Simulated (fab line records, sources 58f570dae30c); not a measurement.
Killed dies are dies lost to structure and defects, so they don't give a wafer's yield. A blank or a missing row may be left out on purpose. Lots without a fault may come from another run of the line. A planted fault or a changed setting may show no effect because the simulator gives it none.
fab line records | flow berkeley_cmos170 | part 1 of 2: steps 1 to 39 of 43
record lots=6 wafers=18 last_day=13
route steps=331 shown V1@257 M2@271 V2@292 M3@331
lots that met no fault: from a run of the same line without faults
start_h: hours from the record's first day to the start of the lot's first wafer shown | wait_h: hours since the lot's step before | " the same as in the row above | L1.1+2: a row that stands for several wafers | - no value, or no start given | * or withheld: withheld | < > ~ a bound
route shown NAME@n: a module of which the file shows steps, and the number in the route of the first | usual: mean/standard deviation of fault-free wafers | same: alike in all rows | chamber/n: place in a boat | sites: the reading at each site | _std_site: their standard deviation | _edge_site: outer sites' mean less inner sites' | radius_mm: how far each site lies from the wafer's centre | mask NAME#n: copy n | behind: the tool/chamber that last shaped the wafer | hold: why the lot was held/for how many hours/how that ended | device: the transistor (n, p or np) that didn't switch | end of line: the same wafers' tests at the end of the route | a step without rows: its recipe alone | killed: dies lost to structure and defects at the first sort, not the wafer's yield | map: a wafer's dies, x killed, . not, _ none there
set.NAME: the setting as run; set.NAME@STEP: as run at that earlier step | model.NAME: the simulator's own value behind a step, which no gauge read
lots at some steps of the route; a table a step, a row a wafer
services: from which hour (start_h, from the record's first day; less than 0 if before it) a tool's chamber was out of use, for how many hours, and why
## steps
# step UCB170_V1_BOW_MEAS_03
# recipe mode=bow
# usual V1_BOW=18/6.7
# columns lot.wafer tool chamber start_h wait_h V1_BOW[um]
L439.2 film_metro-03 - 160.66 0.1 5
L439.4 " - " " 19
L439.6 " - " " 14
L441.1 film_metro-04 - 168.45 0.1 15
L441.2 " - " " 18
L441.5 " - " " 16
L448.4 film_metro-04 - 206.14 0.2 23
L448.5 " - " " 14
L448.6 " - " " 18
L450.1 film_metro-04 - 223.46 0.2 25
L450.3 " - " " 16
L450.5 " - " " 13
L455.1 film_metro-04 - 247.24 0.1 13
L455.2 " - " " 13
L455.4 " - " " 20
L460.1 film_metro-03 - 290.24 0.2 24
L460.2 " - " " 30
L460.6 " - " " 20
# step UCB170_V1_THK_MEAS_04
# recipe reads=SiO2_of_V1_CVD_00
# usual V1_POLISHED_THK=999.5/1.2
# columns lot.wafer tool chamber start_h wait_h V1_POLISHED_THK[nm]
L439.2 film_metro-03 - 160.77 0.1 1001.0
L439.4 " - " " 1000.8
L439.6 " - " " 1000.7
L441.1 film_metro-04 - 168.57 0.1 1001.4
L441.2 " - " " 999.8
L441.5 " - " " 999.7
L448.4 film_metro-04 - 206.23 0.1 998.4
L448.5 " - " " 998.9
L448.6 " - " " 1001.0
L450.1 film_metro-04 - 223.58 0.1 997.9
L450.3 " - " " 998.0
L450.5 " - " " 997.9
L455.1 film_metro-04 - 247.36 0.1 1000.0
L455.2 " - " " 999.5
L455.4 " - " " 997.0
L460.1 film_metro-03 - 290.36 0.1 1000.6
L460.2 " - " " 1000.2
L460.6 " - " " 999.7
# step UCB170_V1_CLEAN_05
# recipe chemistry=DIW
# step UCB170_V1_HMDS_06
# recipe prime_time_s=60 prime_temp_c=100
# step UCB170_V1_COAT_07
# recipe resist=KrF spin_rpm=1500 resist_thk_nm=900
# step UCB170_V1_SOFTBAKE_08
# recipe resist=KrF temp_c=130 time_s=60
# step UCB170_V1_EXPOSE_09
# recipe mask_id=VIA1 target_cd_nm=700 na=0.5 sigma_outer=0.6 source_shape=conventional dose_mj=37
# step UCB170_V1_PEB_10
# recipe peb_temp_c=130 peb_time_s=withheld resist=KrF
# step UCB170_V1_DEVELOP_11
# recipe developer=TMAH develop_time_s=45 resist=KrF dev_temp_c=21
# step UCB170_V1_CD_MEAS_12
# recipe target_cd_nm=700
# usual cd_nm=700.3/1.3
# columns lot.wafer tool chamber start_h wait_h cd_nm
L439.2 cd_sem-01 - 162.27 - 700.8
L439.4 " - " " 700.3
L439.6 " - " " 700.3
L441.1 cd_sem-01 - 170.51 - 700.7
L441.2 " - " " 700.3
L441.5 " - " " 700.3
L448.4 cd_sem-01 - 208.90 - 700.2
L448.5 " - " " 700.6
L448.6 " - " " 700.4
L450.1 cd_sem-02 - 224.66 - 700.5
L450.3 " - " " 699.9
L450.5 " - " " 700.7
L455.1 cd_sem-02 - 248.93 - 700.4
L455.2 " - " " 700.3
L455.4 " - " " 700.3
L460.1 cd_sem-01 - 291.80 - 698.7
L460.2 " - " " 700.2
L460.6 " - " " 701.7
# step UCB170_V1_OVL_MEAS_13
# usual V1_OVL=0/4.9
# columns lot.wafer tool chamber start_h wait_h V1_OVL[nm]
L439.2 overlay-01 - 162.37 0.1 2
L439.4 " - " " 2
L439.6 " - " " -5
L441.1 overlay-02 - 170.63 0.1 -4
L441.2 " - " " -4
L441.5 " - " " 4
L448.4 overlay-02 - 208.98 0.1 2
L448.5 " - " " -3
L448.6 " - " " -1
L450.1 overlay-01 - 224.78 0.1 5
L450.3 " - " " 3
L450.5 " - " " 9
L455.1 overlay-01 - 249.05 0.1 7
L455.2 " - " " -4
L455.4 " - " " -3
L460.1 overlay-02 - 291.92 0.1 -9
L460.2 " - " " -3
L460.6 " - " " -6
# step UCB170_V1_ETCH_14
# recipe chemistry=CHF3/CF4/Ar target=SiO2 stop_on=Al CHF3_flow_sccm=45 cf4_flow_sccm=15 Ar_flow_sccm=150 pressure_mtorr=200 rf_w=700 target_depth_a=12500 over_etch_frac=0.25 time_s=291
# usual drypump_motor_current_A=5.7/0.34 mfc_ar_sccm=149.9/0.5 oes_product_au=0.871/0.0074 throttle_valve_pct=6.98/0.11
# same over_etch_frac=0.25
# columns lot.wafer tool chamber start_h wait_h drypump_motor_current_A mfc_ar_sccm oes_product_au rf_hours_counter_h throttle_valve_pct
L439.2 rie_diel-01 3 162.40 0.0 5.1 151.1 0.863 5 6.94
L439.4 " 2 " " 6.0 149.8 0.875 73 6.89
L439.6 " 1 " " 5.5 150.1 0.855 - 6.76
L441.1 rie_diel-01 3 170.67 0.0 5.1 150.2 0.869 6 6.93
L441.2 " 1 " " 5.4 150.4 0.855 10 6.78
L441.5 " 3 " " 5.1 149.7 0.869 - 6.92
L448.4 rie_diel-03 2 208.99 0.0 5.9 149.4 0.874 87 6.96
L448.5 " 1 " " 5.6 150.5 0.881 - 7.06
L448.6 " 2 " " 5.8 149.8 0.870 - 6.95
L450.1 rie_diel-01 3 224.81 0.0 5.1 150.4 0.867 9 6.92
L450.3 " 0 " " 5.8 149.9 0.876 121 7.02
L450.5 " 0 " " 5.8 150.0 0.859 - 7.04
L455.1 rie_diel-01 2 249.09 0.0 6.0 149.4 0.868 75 6.87
L455.2 " 1 " " 5.5 149.6 0.854 13 6.77
L455.4 " 3 " " 5.1 149.9 0.870 10 6.95
L460.1 rie_diel-04 1 291.96 0.0 5.7 149.7 0.873 21 7.10
L460.2 " 0 " " 5.9 150.4 0.871 50 7.10
L460.6 " 3 " " 6.3 149.9 0.880 - 7.10
# step UCB170_V1_STRIP_15
# recipe chemistry=O2 power_w=400 pressure_mtorr=3500 platen_temp_c=withheld o2_flow_sccm=400 overash_fraction=0.5
# usual drypump_motor_current_A=5.4/0.38 oes_product_au=0.721/0.0047 strip_time_to_endpoint_s=15.38/0.089
# columns lot.wafer tool chamber start_h wait_h drypump_motor_current_A oes_product_au rf_hours_counter_h strip_time_to_endpoint_s
L439.2 plasma_asher-03 1 162.58 0.1 5.2 0.716 4 15.43
L439.4 " 1 " " 5.3 0.728 - 15.36
L439.6 " 0 " " 5.2 0.722 - 15.39
L441.1 plasma_asher-04 1 170.84 0.1 5.6 0.722 45 15.51
L441.2 " 0 " " 6.2 0.722 45 15.41
L441.5 " 1 " " 5.6 0.713 - 15.53
L448.4 plasma_asher-04 1 209.21 0.1 5.6 0.723 - 15.38
L448.5 " 0 " " 6.2 0.724 - 15.48
L448.6 " 1 " " 5.6 0.715 - 15.48
L450.1 plasma_asher-04 0 224.99 0.1 6.2 0.723 51 15.24
L450.3 " 0 " " 6.2 0.725 - 15.16
L450.5 " 1 " " 5.6 0.723 - 15.16
L455.1 plasma_asher-03 1 249.27 0.1 5.2 0.718 13 15.25
L455.2 " 0 " " 5.2 0.723 13 15.28
L455.4 " 0 " " 5.2 0.724 - 15.46
L460.1 plasma_asher-03 1 292.14 0.1 5.3 0.722 17 15.48
L460.2 " 0 " " 5.2 0.719 17 15.40
L460.6 " 1 " " 5.2 0.729 - 15.45
# step UCB170_V1_CD_MEAS_90
# recipe target_cd_nm=700
# usual cd_nm=700.3/1.4
# columns lot.wafer tool chamber start_h wait_h cd_nm
L439.2 cd_sem-01 - 162.75 0.1 700.9
L439.4 " - " " 700.5
L439.6 " - " " 700.2
L441.1 cd_sem-01 - 170.94 0.1 701.0
L441.2 " - " " 699.7
L441.5 " - " " 699.7
L448.4 cd_sem-02 - 209.33 0.1 700.0
L448.5 " - " " 700.4
L448.6 " - " " 700.8
L450.1 cd_sem-02 - 225.09 0.1 700.3
L450.3 " - " " 699.9
L450.5 " - " " 701.1
L455.1 cd_sem-01 - 249.37 0.1 701.2
L455.2 " - " " 700.9
L455.4 " - " " 700.2
L460.1 cd_sem-02 - 292.24 0.1 698.4
L460.2 " - " " 700.8
L460.6 " - " " 702.1
# step UCB170_M2_PRE_CLEAN_00
# recipe gas=Ar preclean_etch_time_s=60
# step UCB170_M2_SPUTTER_01
# recipe material=Al target_thk_nm=900 time_s=120 power_w=6000 chamber_pressure_pa=0.5
# step UCB170_M2_RS_MEAS_02
# recipe thk_meas_gauge=four-point-probe reads=Al_of_M2_SPUTTER_01
# usual M2_AL_RS=0.03206/0.0003
# columns lot.wafer tool chamber start_h wait_h M2_AL_RS[ohm/sq]
L439.2 film_metro-04 - 163.02 0.1 0.03184
L439.4 " - " " 0.03217
L439.6 " - " " 0.032
L441.1 film_metro-04 - 171.21 0.0 0.03213
L441.2 " - " " 0.03199
L441.5 " - " " 0.03217
L448.4 film_metro-01 - 209.60 0.1 0.0321
L448.5 " - " " 0.03211
L448.6 " - " " 0.0322
L450.1 film_metro-01 - 225.36 0.0 0.03238
L450.3 " - " " 0.03226
L450.5 " - " " 0.03236
L455.1 film_metro-01 - 249.64 0.0 0.03198
L455.2 " - " " 0.03158
L455.4 " - " " 0.03189
L460.1 film_metro-02 - 292.51 0.0 0.03235
L460.2 " - " " 0.03225
L460.6 " - " " 0.03205
# step UCB170_M2_THK_MEAS_03
# recipe thk_meas_gauge=xrf reads=Al_of_M2_SPUTTER_01
# usual M2_AL_THK=913/9.3
# columns lot.wafer tool chamber start_h wait_h M2_AL_THK[nm]
L439.2 film_metro-04 - 163.13 0.1 912
L439.4 " - " " 907
L439.6 " - " " 913
L441.1 film_metro-04 - 171.33 0.1 910
L441.2 " - " " 909
L441.5 " - " " 904
L448.4 film_metro-01 - 209.69 0.1 919
L448.5 " - " " 917
L448.6 " - " " 911
L450.1 film_metro-01 - 225.48 0.1 908
L450.3 " - " " 911
L450.5 " - " " 910
L455.1 film_metro-01 - 249.76 0.1 921
L455.2 " - " " 931
L455.4 " - " " 915
L460.1 film_metro-02 - 292.63 0.1 905
L460.2 " - " " 914
L460.6 " - " " 917
# step UCB170_M2_HMDS_04
# recipe prime_time_s=60 prime_temp_c=100
# step UCB170_M2_COAT_05
# recipe resist=KrF spin_rpm=1500 resist_thk_nm=900
# step UCB170_M2_SOFTBAKE_06
# recipe resist=KrF temp_c=130 time_s=60
# step UCB170_M2_STRIP_07
# recipe chemistry=O2 power_w=400 pressure_mtorr=3500 platen_temp_c=withheld o2_flow_sccm=400 overash_fraction=0.5
# usual drypump_motor_current_A=5.8/0.46 oes_product_au=0.735/0.0046 strip_time_to_endpoint_s=22.00/0.067
# columns lot.wafer tool chamber start_h wait_h drypump_motor_current_A oes_product_au rf_hours_counter_h strip_time_to_endpoint_s
L439.2 plasma_asher-01 0 163.63 0.1 6.1 0.736 42 22.00
L439.4 " 0 " " 6.1 0.732 - 22.10
L439.6 " 0 " " 6.1 0.728 - 22.05
L441.1 plasma_asher-03 1 171.84 0.1 5.3 0.742 5 22.05
L441.2 " 0 " " 5.2 0.727 5 22.02
L441.5 " 1 " " 5.3 0.729 - 21.94
L448.4 plasma_asher-03 0 210.21 0.1 5.2 0.731 - 22.07
L448.5 " 0 " " 5.2 0.726 - 22.10
L448.6 " 1 " " 5.3 0.733 - 22.15
L450.1 plasma_asher-01 0 225.99 0.1 6.1 0.733 49 21.89
L450.3 " 0 " " 6.1 0.738 - 21.96
L450.5 " 0 " " 6.1 0.733 - 21.91
L455.1 plasma_asher-03 0 250.27 0.1 5.2 0.737 13 22.04
L455.2 " 1 " " 5.3 0.738 13 21.97
L455.4 " 1 " " 5.3 0.730 - 22.00
L460.1 plasma_asher-01 1 293.18 0.1 6.3 0.740 55 21.97
L460.2 " 0 " " 6.1 0.733 55 21.98
L460.6 " 0 " " 6.1 0.735 - 22.07
# step UCB170_M2_STRIP_08
# recipe chemistry=DMSO temp_c=80 time_s=600 material=KrF
# step UCB170_M2_COAT_09
# recipe resist=BARC temp_c=withheld time_s=withheld spin_rpm=3000 resist_thk_nm=withheld
# step UCB170_M2_COAT_10
# recipe resist=KrF spin_rpm=1500 resist_thk_nm=900
# step UCB170_M2_SOFTBAKE_11
# recipe resist=KrF temp_c=130 time_s=60
# step UCB170_M2_EXPOSE_12
# recipe mask_id=METAL2 target_cd_nm=700 na=0.5 sigma_outer=0.6 source_shape=conventional dose_mj=26
# step UCB170_M2_PEB_13
# recipe peb_temp_c=130 peb_time_s=withheld resist=KrF
# step UCB170_M2_DEVELOP_14
# recipe developer=TMAH develop_time_s=45 resist=KrF dev_temp_c=21
# step UCB170_M2_CD_MEAS_15
# recipe target_cd_nm=700
# usual cd_nm=699.8/1.2
# columns lot.wafer tool chamber start_h wait_h cd_nm
L439.2 cd_sem-01 - 165.11 - 699.8
L439.4 " - " " 698.8
L439.6 " - " " 698.7
L441.1 cd_sem-01 - 173.08 - 700.9
L441.2 " - " " 702.3
L441.5 " - " " 700.6
L448.4 cd_sem-02 - 211.35 - 700.3
L448.5 " - " " 698.4
L448.6 " - " " 699.8
L450.1 cd_sem-01 - 228.14 - 699.4
L450.3 " - " " 700.1
L450.5 " - " " 700.8
L455.1 cd_sem-01 - 254.41 - 700.4
L455.2 " - " " 701.3
L455.4 " - " " 700.4
L460.1 cd_sem-01 - 294.63 - 702.7
L460.2 " - " " 701.6
L460.6 " - " " 700.3
# step UCB170_M2_OVL_MEAS_16
# usual M2_OVL=-2/5.3
# columns lot.wafer tool chamber start_h wait_h M2_OVL[nm]
L439.2 overlay-02 - 165.22 0.1 -2
L439.4 " - " " 4
L439.6 " - " " -3
L441.1 overlay-02 - 173.20 0.1 1
L441.2 " - " " -6
L441.5 " - " " 5
L448.4 overlay-02 - 211.43 0.1 -6
L448.5 " - " " -12
L448.6 " - " " -4
L450.1 overlay-02 - 228.26 0.1 8
L450.3 " - " " 0
L450.5 " - " " 1
L455.1 overlay-02 - 254.53 0.1 0
L455.2 " - " " 6
L455.4 " - " " -3
L460.1 overlay-02 - 294.75 0.1 3
L460.2 " - " " 4
L460.6 " - " " 0
# step UCB170_M2_ETCH_17
# recipe chemistry=N2/H2 target_depth_a=withheld overetch_a=withheld target=BARC time_s=withheld source_w=500 bias_w=100 pressure_mtorr=30 n2_flow_sccm=100 h2_flow_sccm=200
# usual drypump_motor_current_A=5.7/0.41 n2_flow_sccm=100.0/0.31 oes_product_au=1.000/0.012 throttle_valve_pct=13.26/0.15
# columns lot.wafer tool chamber start_h wait_h drypump_motor_current_A n2_flow_sccm oes_product_au throttle_valve_pct
L439.2 rie_diel-01 2 165.25 0.0 6.0 99.8 0.997 13.20
L439.4 " 0 " " 5.7 99.7 1.003 13.38
L439.6 " 0 " " 5.7 99.9 1.019 13.38
L441.1 rie_diel-02 2 173.24 0.0 6.7 100.1 1.027 13.23
L441.2 " 0 " " 6.3 100.1 0.971 13.21
L441.5 " 0 " " 6.3 100.1 0.985 13.21
L448.4 rie_diel-03 0 211.44 0.0 6.2 100.3 1.012 13.36
L448.5 " 0 " " 6.2 99.7 0.997 13.35
L448.6 " 1 " " 5.6 99.9 0.993 13.47
L450.1 rie_diel-03 0 228.30 0.0 6.2 100.0 1.003 13.36
L450.3 " 2 " " 5.9 100.0 0.990 13.32
L450.5 " 0 " " 6.2 100.1 1.001 13.34
L455.1 rie_diel-03 3 254.57 0.0 5.4 100.1 0.994 13.17
L455.2 " 1 " " 5.6 99.8 0.991 13.44
L455.4 " 3 " " 5.4 100.1 1.004 13.21
L460.1 rie_diel-01 2 294.79 0.0 6.0 99.6 1.002 13.20
L460.2 " 1 " " 5.5 99.8 0.982 12.97
L460.6 " 1 " " 5.5 100.4 0.982 12.98
# step UCB170_M2_METAL_ETCH_18
# recipe chemistry=Cl2/BCl3 target=Al stop_on=SiO2 pressure_mtorr=12 target_depth_a=11700 over_etch_frac=0.3 time_s=195 icp_w=600 bias_w=120 Cl2_flow_sccm=90 bcl3_flow_sccm=45
# usual drypump_motor_current_A=5.7/0.52 oes_product_au=0.860/0.0097 throttle_valve_pct=24.37/0.15
# same over_etch_frac=0.3
# columns lot.wafer tool chamber start_h wait_h drypump_motor_current_A oes_product_au rf_hours_counter_h throttle_valve_pct
L439.2 rie_metal-02 0 165.36 - 6.4 0.857 - 24.25
L439.4 " 0 " " 6.4 0.843 - 24.24
L439.6 " 0 " " 6.4 0.853 - 24.24
L441.1 rie_metal-04 0 173.28 - 5.1 0.856 5.1 24.32
L441.2 " 1 " " 6.1 0.849 1.5 24.28
L441.5 " 0 " " 5.1 0.860 - 24.29
L448.4 rie_metal-04 1 211.55 - 6.1 0.858 - 24.28
L448.5 " 0 " " 5.1 0.868 - 24.31
L448.6 " 1 " " 6.1 0.849 - 24.28
L450.1 rie_metal-01 0 228.34 - 5.7 0.853 5.9 24.40
L450.3 " 0 " " 5.7 0.868 - 24.39
L450.5 " 0 " " 5.7 0.864 - 24.38
L455.1 rie_metal-02 0 254.61 - 6.4 0.853 3.7 24.24
L455.2 " 1 " " 5.7 0.864 2.1 24.41
L455.4 " 0 " " 6.4 0.851 - 24.23
L460.1 rie_metal-02 1 294.83 - 5.7 0.852 3.0 24.42
L460.2 " 0 " " 6.4 0.846 4.6 24.23
L460.6 " 1 " " 5.7 0.857 - 24.41
# step UCB170_M2_STRIP_19
# recipe chemistry=O2 power_w=400 pressure_mtorr=3500 platen_temp_c=withheld o2_flow_sccm=400 overash_fraction=0.5
# usual drypump_motor_current_A=5.7/0.43 oes_product_au=0.542/0.0095
# columns lot.wafer tool chamber start_h wait_h drypump_motor_current_A oes_product_au rf_hours_counter_h
L439.2 plasma_asher-04 0 165.67 0.2 6.1 0.533 44
L439.4 " 1 " " 5.6 0.539 -
L439.6 " 1 " " 5.7 0.532 -
L441.1 plasma_asher-04 1 173.46 0.1 5.6 0.547 45
L441.2 " 0 " " 6.2 0.545 45
L441.5 " 0 " " 6.1 0.538 -
L448.4 plasma_asher-04 1 211.71 0.1 5.6 0.547 -
L448.5 " 0 " " 6.1 0.527 -
L448.6 " 1 " " 5.6 0.537 -
L450.1 plasma_asher-04 0 228.53 0.1 6.2 0.544 51
L450.3 " 0 " " 6.1 0.547 -
L450.5 " 0 " " 6.2 0.552 -
L455.1 plasma_asher-01 0 254.80 0.1 6.1 0.526 51
L455.2 " 1 " " 6.3 0.534 51
L455.4 " 1 " " 6.3 0.524 -
L460.1 plasma_asher-04 1 295.02 0.1 5.7 0.535 56
L460.2 " 0 " " 6.2 0.520 56
L460.6 " 1 " " 5.7 0.540 -
# step UCB170_M2_CD_MEAS_90
# recipe target_cd_nm=700
# usual cd_nm=699.7/2.3
# columns lot.wafer tool chamber start_h wait_h cd_nm
L439.2 cd_sem-02 - 165.79 0.1 698.5
L439.4 " - " " 700.1
L439.6 " - " " 698.3
L441.1 cd_sem-01 - 173.56 0.1 698.2
L441.2 " - " " 704.8
L441.5 " - " " 702.9
L448.4 cd_sem-01 - 211.83 0.1 701.3
L448.5 " - " " 699.1
L448.6 " - " " 697.8
L450.1 cd_sem-01 - 228.63 0.1 700.1
L450.3 " - " " 700.7
L450.5 " - " " 701.2
L455.1 cd_sem-02 - 254.94 0.1 697.5
L455.2 " - " " 699.7
L455.4 " - " " 696.6
L460.1 cd_sem-02 - 295.12 0.1 698.2
L460.2 " - " " 701.5
L460.6 " - " " 699.9
# step UCB170_V2_CVD_00
# recipe material=SiO2 target_thk_nm=2000 temp_c=390 precursor=TEOS/O2 time_s=250 rf_w=550 pressure_mtorr=9000
# step UCB170_V2_THK_MEAS_01
# recipe reads=SiO2_of_V2_CVD_00
# usual V2_TEOS_THK=2001/23
# columns lot.wafer tool chamber start_h wait_h V2_TEOS_THK[nm]
L439.2 film_metro-03 - 166.05 0.1 1990
L439.4 " - " " 2024
L439.6 " - " " 1989
L441.1 film_metro-03 - 173.84 0.1 1978
L441.2 " - " " 2003
L441.5 " - " " 2011
L448.4 film_metro-03 - 212.16 0.1 2003
L448.5 " - " " 1987
L448.6 " - " " 2012
L450.1 film_metro-03 - 228.90 0.1 1976
L450.3 " - " " 2018
L450.5 " - " " 2004
L455.1 film_metro-02 - 255.21 0.1 1994
L455.2 " - " " 1996
L455.4 " - " " 2023
L460.1 film_metro-03 - 295.39 0.1 1978
L460.2 " - " " 1954
L460.6 " - " " 1979
# step UCB170_V2_CMP_02
# recipe material=SiO2 down_force_psi=6 platen_rpm=60 pad_velocity_m_s=0.75398
# step UCB170_V2_BOW_MEAS_03
# recipe mode=bow
# usual V2_BOW=36/6.9
# columns lot.wafer tool chamber start_h wait_h V2_BOW[um]
L439.2 film_metro-03 - 166.42 0.1 22
L439.4 " - " " 36
L439.6 " - " " 30
L441.1 film_metro-03 - 174.20 0.2 34
L441.2 " - " " 35
L441.5 " - " " 34
L448.4 film_metro-04 - 212.55 0.2 39
L448.5 " - " " 30
L448.6 " - " " 35
L450.1 film_metro-03 - 229.26 0.1 42
L450.3 " - " " 33
L450.5 " - " " 30
L455.1 film_metro-04 - 255.57 0.1 31
L455.2 " - " " 30
L455.4 " - " " 37
L460.1 film_metro-02 - 295.75 0.1 43
L460.2 " - " " 49
L460.6 " - " " 39
